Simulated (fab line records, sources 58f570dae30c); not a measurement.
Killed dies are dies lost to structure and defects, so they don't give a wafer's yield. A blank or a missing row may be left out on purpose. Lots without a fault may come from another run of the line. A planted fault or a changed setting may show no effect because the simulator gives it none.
Chamber matching | flow berkeley_cmos170 | UCB170_ZERO_ETCH_06 on rie_diel-03: 4 sister chambers
The step etches SiO2 in CHF3/CF4/Ar, time 12 s. 14 wafers are shown with their chamber, then 7 later ones without.

WAFERS WITH THEIR CHAMBER
wafer  | chamber | drypump_motor_current_A (A) | throttle_valve_pct (%) | oes_product_au (a.u.)
L364.1 | 2       | 6.0                         | 9.25                   | 0.634
L364.2 | 3       | 5.1                         | 9.27                   | 0.626
L364.6 | 1       | 5.7                         | 9.38                   | 0.619
L365.1 | 3       | 5.1                         | 9.29                   | 0.631
L365.2 | 1       | 5.7                         | 9.38                   | 0.618
L365.3 | 0       | 6.8                         | 9.32                   | 0.617
L368.1 | 0       | 6.7                         | 9.32                   | 0.620
L368.2 | 3       | 5.1                         | 9.27                   | 0.636
L368.4 | 1       | 5.7                         | 9.38                   | 0.621
L372.1 | 2       | 6.0                         | 9.27                   | 0.636
L372.2 | 3       | 5.1                         | 9.30                   | 0.624
L372.3 | 1       | 5.7                         | 9.38                   | 0.618
L377.1 | 0       | 6.8                         | 9.30                   | 0.620
L377.2 | 1       | 5.7                         | 9.36                   | 0.617

SIGNATURES (means of the wafers above)
reading                 | chamber 0 | chamber 1 | chamber 2 | chamber 3 | scatter within a chamber
drypump_motor_current_A | 6.767     | 5.700     | 6.000     | 5.100     | 0.0258
throttle_valve_pct      | 9.3133    | 9.3760    | 9.2600    | 9.2825    | 0.0121
oes_product_au          | 0.61900   | 0.61860   | 0.63500   | 0.62925   | 0.00322
Rule: a wafer's distance from a chamber is the root of the sum, over the readings, of the square of ((its reading less the chamber's mean) divided by the reading's scatter). The wafer belongs to the nearest chamber; if the next one is less than 2 further off, it can't be placed. The scatter: the root of (the sum of the squares of (reading less its chamber's mean) over the shown wafers, divided by (wafers less chambers)).

WAFERS WITHOUT THEIR CHAMBER
wafer  | drypump_motor_current_A (A) | throttle_valve_pct (%) | oes_product_au (a.u.)
L377.3 | 5.2                         | 9.28                   | 0.630
L379.1 | 5.1                         | 9.28                   | 0.627
L379.2 | 5.7                         | 9.38                   | 0.613
L379.5 | 5.1                         | 9.30                   | 0.634
L385.1 | 6.0                         | 9.25                   | 0.626
L385.4 | 5.1                         | 9.28                   | 0.639
L385.5 | 6.7                         | 9.31                   | 0.627

WHICH CHAMBER EACH WENT THROUGH
wafer  | from the rows above | in truth
L377.3 | 3                   | 3
L379.1 | 3                   | 3
L379.2 | 1                   | 1
L379.5 | 3                   | 3
L385.1 | 2                   | 2
L385.4 | 3                   | 3
L385.5 | 0                   | 0
Placed correctly: 7 of 7. Can't be placed from these rows: 0. Placed wrongly: 0.
